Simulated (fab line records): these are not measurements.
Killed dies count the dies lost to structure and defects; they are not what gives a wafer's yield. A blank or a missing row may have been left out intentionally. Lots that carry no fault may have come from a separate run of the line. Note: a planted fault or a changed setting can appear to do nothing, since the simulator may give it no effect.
fab line records + flow berkeley_cmos170 + part 2 of 2: steps 26 to 34 of 34
[record]
- lots = 5
- wafers = 15
- last_day = 12
route steps=331 shown BACKSIDE@203 SDANNEAL@204 PSD@206 NSD@207 PLDD@208 NLDD@209 SILICIDE@210 CONTACT@216
lots that met no fault: taken from a fault-free run of the same line
start_h: hours from the record's opening day to when the first of the lot's shown wafers began + wait_h: hours from the lot's prior step to this one + " same as the row above + L1.1+2: a row that stands for several wafers + - no value present, or no start provided + * or withheld: withheld + < > ~ a bound
route shown NAME@n: names a module that has steps shown in the file, with the first one's number in the route + usual: average and standard deviation across the fault-free wafers + same: alike in all rows + chamber/n: place in a boat + sites: each site's reading + _std_site: their standard deviation + _edge_site: outer sites' mean less inner sites' + radius_mm: how far each site lies from the wafer's centre + mask NAME#n: copy n + behind: the tool/chamber that last shaped the wafer + hold: why the lot went on hold/how many hours it stayed there/how the hold came to an end + device: whichever transistor did not switch (one of n, p or np) + end of line: the tests these same wafers got at the end of their route + a step given without rows: its recipe and nothing more + killed: dies lost to structure and defects at the first sort, not the wafer's yield + map: a wafer's dies, x killed, . not, _ none there
set.NAME: the setting that was run; set.NAME@STEP: the one run at that earlier step + model.NAME: the simulator's own value behind a step, which no gauge read
a table for each step, a row for each wafer; lots at some steps of the route
services: from which hour (start_h, from the record's first day; less than 0 if before it) a tool's chamber was out of use, for how many hours, and why
[[steps]]
[step UCB170_CONTACT_EXPOSE_12]
[recipe]
- mask_id = CONT
- target_cd_nm = 700
- na = 0.5
- sigma_outer = 0.6
- source_shape = conventional
- dose_mj = 35
[usual]
- reticle_temp_C = 23.03/0.11
[same]
- na = 0.5
| lot.wafer | tool           | chamber | start_h | wait_h | mask   | reticle_temp_C |
|-----------|----------------|---------|---------|--------|--------|----------------|
| L080.2    | krf_scanner-02 | 0       | 170.50  | -      | CONT#0 | 23.09          |
| L080.3    | "              | 0       | "       | "      | CONT#0 | 23.13          |
| L080.6    | "              | 0       | "       | "      | CONT#0 | 23.06          |
| L090.1    | krf_scanner-01 | 0       | 231.25  | -      | CONT#0 | 23.03          |
| L090.2    | "              | 0       | "       | "      | CONT#0 | 23.15          |
| L090.4    | "              | 0       | "       | "      | CONT#0 | 22.98          |
| L093.4    | krf_scanner-02 | 0       | 250.83  | -      | CONT#0 | 23.12          |
| L093.5    | "              | 0       | "       | "      | CONT#0 | 22.90          |
| L093.6    | "              | 0       | "       | "      | CONT#0 | 22.95          |
| L096.1    | krf_scanner-02 | 0       | 256.40  | -      | CONT#0 | 23.14          |
| L096.2    | "              | 0       | "       | "      | CONT#0 | 23.09          |
| L096.6    | "              | 0       | "       | "      | CONT#0 | 22.88          |
| L097.1    | krf_scanner-01 | 0       | 263.82  | -      | CONT#0 | 23.16          |
| L097.3    | "              | 0       | "       | "      | CONT#0 | 22.95          |
| L097.5    | "              | 0       | "       | "      | CONT#0 | 23.13          |
[step UCB170_CONTACT_PEB_13]
[recipe]
- peb_temp_c = 130
- peb_time_s = withheld
- resist = KrF
[usual]
- plate_temp_C = 130.01/0.16
| lot.wafer | tool           | chamber | start_h | wait_h | plate_temp_C |
|-----------|----------------|---------|---------|--------|--------------|
| L080.2    | litho_track-04 | 0       | 170.62  | 0.1    | 130.24       |
| L080.3    | "              | 0       | "       | "      | 130.07       |
| L080.6    | "              | 0       | "       | "      | 130.05       |
| L090.1    | litho_track-02 | 0       | 231.36  | 0.1    | 129.82       |
| L090.2    | "              | 0       | "       | "      | 129.89       |
| L090.4    | "              | 0       | "       | "      | 130.00       |
| L093.4    | litho_track-02 | 0       | 250.96  | 0.1    | 129.92       |
| L093.5    | "              | 0       | "       | "      | 129.87       |
| L093.6    | "              | 0       | "       | "      | 129.98       |
| L096.1    | litho_track-02 | 0       | 256.66  | 0.2    | 129.94       |
| L096.2    | "              | 0       | "       | "      | 130.21       |
| L096.6    | "              | 0       | "       | "      | 130.18       |
| L097.1    | litho_track-04 | 0       | 263.93  | 0.1    | 129.98       |
| L097.3    | "              | 0       | "       | "      | 129.85       |
| L097.5    | "              | 0       | "       | "      | 129.81       |
[step UCB170_CONTACT_DEVELOP_14]
[recipe]
- developer = TMAH
- develop_time_s = 45
- resist = KrF
- dev_temp_c = 21
| lot.wafer  | tool           | chamber | start_h | wait_h |
|------------|----------------|---------|---------|--------|
| L080.2+3+6 | litho_track-04 | 0       | -       | -      |
| L090.1+2+4 | litho_track-02 | 0       | -       | -      |
| L093.4+5+6 | litho_track-02 | 0       | -       | -      |
| L096.1+2+6 | litho_track-02 | 0       | -       | -      |
| L097.1+3+5 | litho_track-04 | 0       | -       | -      |
[step UCB170_CONTACT_CD_MEAS_15]
[recipe]
- target_cd_nm = 700
[usual]
- cd_nm = 700.3/1.4
| lot.wafer | tool      | chamber | start_h | wait_h | cd_nm |
|-----------|-----------|---------|---------|--------|-------|
| L080.2    | cd_sem-01 | -       | 170.89  | -      | 699.5 |
| L080.3    | "         | -       | "       | "      | 699.2 |
| L080.6    | "         | -       | "       | "      | 699.0 |
| L090.1    | cd_sem-02 | -       | 231.64  | -      | 700.0 |
| L090.2    | "         | -       | "       | "      | 699.0 |
| L090.4    | "         | -       | "       | "      | 698.9 |
| L093.4    | cd_sem-02 | -       | 251.22  | -      | 699.0 |
| L093.5    | "         | -       | "       | "      | 700.3 |
| L093.6    | "         | -       | "       | "      | 700.5 |
| L096.1    | cd_sem-01 | -       | 256.96  | -      | 702.8 |
| L096.2    | "         | -       | "       | "      | 701.6 |
| L096.6    | "         | -       | "       | "      | 700.9 |
| L097.1    | cd_sem-02 | -       | 264.21  | -      | 701.6 |
| L097.3    | "         | -       | "       | "      | 701.3 |
| L097.5    | "         | -       | "       | "      | 699.8 |
[step UCB170_CONTACT_OVL_MEAS_16]
[usual]
- CONTACT_OVL = -2/4.9
| lot.wafer | tool       | chamber | start_h | wait_h | CONTACT_OVL[nm] |
|-----------|------------|---------|---------|--------|-----------------|
| L080.2    | overlay-01 | -       | 171.00  | 0.1    | -3              |
| L080.3    | "          | -       | "       | "      | -1              |
| L080.6    | "          | -       | "       | "      | -15             |
| L090.1    | overlay-02 | -       | 231.76  | 0.1    | -5              |
| L090.2    | "          | -       | "       | "      | -2              |
| L090.4    | "          | -       | "       | "      | -8              |
| L093.4    | overlay-01 | -       | 251.30  | 0.1    | -1              |
| L093.5    | "          | -       | "       | "      | 0               |
| L093.6    | "          | -       | "       | "      | 4               |
| L096.1    | overlay-02 | -       | 257.08  | 0.1    | 1               |
| L096.2    | "          | -       | "       | "      | -8              |
| L096.6    | "          | -       | "       | "      | -4              |
| L097.1    | overlay-01 | -       | 264.33  | 0.1    | -9              |
| L097.3    | "          | -       | "       | "      | -6              |
| L097.5    | "          | -       | "       | "      | -8              |
[step UCB170_CONTACT_ETCH_17]
[recipe]
- chemistry = N2/H2
- target_depth_a = withheld
- overetch_a = withheld
- target = BARC
- time_s = withheld
- source_w = 500
- bias_w = 100
- pressure_mtorr = 30
- n2_flow_sccm = 100
- h2_flow_sccm = 200
[usual]
- drypump_motor_current_A = 5.8/0.46
- oes_product_au = 1.008/0.024
- throttle_valve_pct = 13.35/0.19
| lot.wafer | tool        | chamber | start_h | wait_h | drypump_motor_current_A | oes_product_au | throttle_valve_pct |
|-----------|-------------|---------|---------|--------|-------------------------|----------------|--------------------|
| L080.2    | rie_diel-03 | 2       | 171.03  | 0.0    | 5.5                     | 1.007          | 13.39              |
| L080.3    | "           | 1       | "       | "      | 6.2                     | 1.038          | 13.59              |
| L080.6    | "           | 3       | "       | "      | 5.8                     | 0.977          | 13.39              |
| L090.1    | rie_diel-04 | 3       | 231.80  | 0.0    | 4.8                     | 1.022          | 13.45              |
| L090.2    | "           | 0       | "       | "      | 5.5                     | 1.012          | 13.29              |
| L090.4    | "           | 2       | "       | "      | 5.7                     | 1.034          | 13.22              |
| L093.4    | rie_diel-03 | 1       | 251.32  | 0.0    | 6.2                     | 1.037          | 13.58              |
| L093.5    | "           | 0       | "       | "      | 6.6                     | 1.001          | 13.44              |
| L093.6    | "           | 1       | "       | "      | 6.2                     | 1.026          | 13.59              |
| L096.1    | rie_diel-04 | 3       | 257.11  | 0.0    | 4.8                     | 1.053          | 13.46              |
| L096.2    | "           | 1       | "       | "      | 6.1                     | 1.035          | 12.89              |
| L096.6    | "           | 2       | "       | "      | 5.8                     | 1.031          | 13.24              |
| L097.1    | rie_diel-02 | 3       | 264.36  | 0.0    | 5.6                     | 0.999          | 13.34              |
| L097.3    | "           | 2       | "       | "      | 5.4                     | 0.995          | 13.37              |
| L097.5    | "           | 2       | "       | "      | 5.4                     | 0.995          | 13.39              |
[step UCB170_CONTACT_ETCH_18]
[recipe]
- chemistry = CHF3/CF4/Ar
- target = PSG
- stop_on = TiSi2
- CHF3_flow_sccm = 45
- cf4_flow_sccm = 15
- Ar_flow_sccm = 150
- pressure_mtorr = 200
- rf_w = 700
- target_depth_a = 8400
- over_etch_frac = 0.2
- time_s = 195
[usual]
- cf4_flow_sccm = 15.00/0.043
- drypump_motor_current_A = 5.8/0.46
- oes_product_au = 0.897/0.015
- throttle_valve_pct = 6.95/0.11
| lot.wafer | tool        | chamber | start_h | wait_h | cf4_flow_sccm | drypump_motor_current_A | oes_product_au | rf_hours_counter_h | throttle_valve_pct |
|-----------|-------------|---------|---------|--------|---------------|-------------------------|----------------|--------------------|--------------------|
| L080.2    | rie_diel-03 | 2       | -       | -      | 15.03         | 5.5                     | 0.897          | 136                | 6.97               |
| L080.3    | "           | 1       | "       | "      | 15.05         | 6.2                     | 0.924          | 13                 | 7.14               |
| L080.6    | "           | 3       | "       | "      | 15.01         | 5.8                     | 0.880          | -                  | 6.91               |
| L090.1    | rie_diel-04 | 3       | -       | -      | 14.99         | 4.8                     | 0.885          | 0                  | 6.92               |
| L090.2    | "           | 0       | "       | "      | 15.03         | 5.5                     | 0.908          | 20                 | 7.01               |
| L090.4    | "           | 2       | "       | "      | 14.94         | 5.7                     | 0.903          | 15                 | 6.89               |
| L093.4    | rie_diel-03 | 1       | -       | -      | 14.98         | 6.2                     | 0.919          | 16                 | 7.13               |
| L093.5    | "           | 0       | "       | "      | 14.92         | 6.5                     | 0.884          | -                  | 7.00               |
| L093.6    | "           | 1       | "       | "      | 14.97         | 6.2                     | 0.931          | -                  | 7.15               |
| L096.1    | rie_diel-04 | 3       | -       | -      | 15.00         | 4.8                     | 0.896          | 1                  | 6.92               |
| L096.2    | "           | 1       | "       | "      | 15.04         | 6.1                     | 0.902          | 96                 | 6.69               |
| L096.6    | "           | 2       | "       | "      | 14.97         | 5.8                     | 0.903          | -                  | 6.88               |
| L097.1    | rie_diel-02 | 3       | -       | -      | 15.01         | 5.6                     | 0.907          | 66                 | 6.95               |
| L097.3    | "           | 2       | "       | "      | 14.96         | 5.4                     | 0.898          | 19                 | 7.02               |
| L097.5    | "           | 2       | "       | "      | 15.02         | 5.4                     | 0.906          | -                  | 7.02               |
[step UCB170_CONTACT_STRIP_19]
[recipe]
- chemistry = O2
- power_w = 400
- pressure_mtorr = 3500
- platen_temp_c = withheld
- o2_flow_sccm = 400
- overash_fraction = 0.5
[usual]
- drypump_motor_current_A = 5.7/0.45
- oes_product_au = 0.725/0.0046
| lot.wafer | tool            | chamber | start_h | wait_h | drypump_motor_current_A | oes_product_au | rf_hours_counter_h |
|-----------|-----------------|---------|---------|--------|-------------------------|----------------|--------------------|
| L080.2    | plasma_asher-03 | 0       | 171.20  | -      | 5.6                     | 0.725          | 50                 |
| L080.3    | "               | 0       | "       | "      | 5.6                     | 0.727          | -                  |
| L080.6    | "               | 0       | "       | "      | 5.6                     | 0.726          | -                  |
| L090.1    | plasma_asher-04 | 0       | 231.96  | -      | 5.1                     | 0.729          | 45                 |
| L090.2    | "               | 1       | "       | "      | 6.3                     | 0.718          | 45                 |
| L090.4    | "               | 0       | "       | "      | 5.1                     | 0.719          | -                  |
| L093.4    | plasma_asher-04 | 0       | 251.52  | -      | 5.1                     | 0.720          | -                  |
| L093.5    | "               | 0       | "       | "      | 5.1                     | 0.728          | -                  |
| L093.6    | "               | 1       | "       | "      | 6.3                     | 0.726          | -                  |
| L096.1    | plasma_asher-03 | 1       | 257.28  | -      | 6.0                     | 0.719          | 58                 |
| L096.2    | "               | 0       | "       | "      | 5.7                     | 0.733          | 58                 |
| L096.6    | "               | 0       | "       | "      | 5.6                     | 0.724          | -                  |
| L097.1    | plasma_asher-04 | 1       | 264.53  | -      | 6.4                     | 0.723          | 48                 |
| L097.3    | "               | 1       | "       | "      | 6.3                     | 0.724          | -                  |
| L097.5    | "               | 1       | "       | "      | 6.3                     | 0.718          | -                  |
[step UCB170_CONTACT_CD_MEAS_90]
[recipe]
- target_cd_nm = 700
[usual]
- cd_nm = 699.9/1.7
| lot.wafer | tool      | chamber | start_h | wait_h | cd_nm |
|-----------|-----------|---------|---------|--------|-------|
| L080.2    | cd_sem-02 | -       | 171.32  | 0.1    | 699.1 |
| L080.3    | "         | -       | "       | "      | 698.2 |
| L080.6    | "         | -       | "       | "      | 698.6 |
| L090.1    | cd_sem-01 | -       | 232.06  | 0.1    | 700.3 |
| L090.2    | "         | -       | "       | "      | 698.9 |
| L090.4    | "         | -       | "       | "      | 698.8 |
| L093.4    | cd_sem-02 | -       | 251.64  | 0.1    | 699.2 |
| L093.5    | "         | -       | "       | "      | 699.1 |
| L093.6    | "         | -       | "       | "      | 700.8 |
| L096.1    | cd_sem-01 | -       | 257.38  | 0.1    | 703.1 |
| L096.2    | "         | -       | "       | "      | 702.2 |
| L096.6    | "         | -       | "       | "      | 699.9 |
| L097.1    | cd_sem-01 | -       | 264.63  | 0.1    | 702.5 |
| L097.3    | "         | -       | "       | "      | 702.1 |
| L097.5    | "         | -       | "       | "      | 700.3 |
[[services]]
| tool            | chamber | start_h | hours | kind           |
|-----------------|---------|---------|-------|----------------|
| krf_scanner-01  | -       | 143.39  | 0.8   | pm             |
| krf_scanner-02  | -       | 144.15  | 1.0   | pm             |
| rie_diel-03     | -       | 145.04  | 0.3   | repair         |
| plasma_asher-01 | -       | 145.96  | 1.3   | repair         |
| lpcvd-02        | -       | 157.73  | 2.8   | pm             |
| rie_diel-02     | -       | 165.63  | 15.6  | pm             |
| rie_diel-04     | -       | 170.36  | 1.6   | repair         |
| krf_scanner-02  | -       | 178.43  | 1.3   | pm             |
| plasma_asher-03 | -       | 179.76  | 2.8   | pm             |
| krf_scanner-01  | -       | 182.37  | 4.4   | pm             |
| lpcvd-02        | -       | 195.50  | 1.6   | repair         |
| krf_scanner-01  | -       | 199.51  | 1.3   | pm             |
| rie_diel-04     | 3       | 207.67  | -     | clean          |
| rie_diel-04     | 3       | 207.67  | 22.4  | scheduled_down |
| rie_diel-04     | 3       | 207.67  | 22.4  | vent_cycle     |
| krf_scanner-01  | -       | 208.69  | 0.9   | repair         |
| plasma_asher-01 | -       | 224.92  | 3.4   | repair         |
| rie_diel-04     | -       | 234.14  | 0.5   | repair         |
| rtp_anneal-01   | -       | 238.84  | 5.1   | pm             |
| plasma_asher-03 | -       | 238.95  | 1.1   | repair         |
| plasma_asher-04 | -       | 239.77  | 2.8   | pm             |
| krf_scanner-02  | -       | 245.15  | 0.8   | pm             |
| rie_diel-03     | 2       | 252.10  | -     | clean          |
| plasma_asher-03 | -       | 259.13  | 2.4   | repair         |
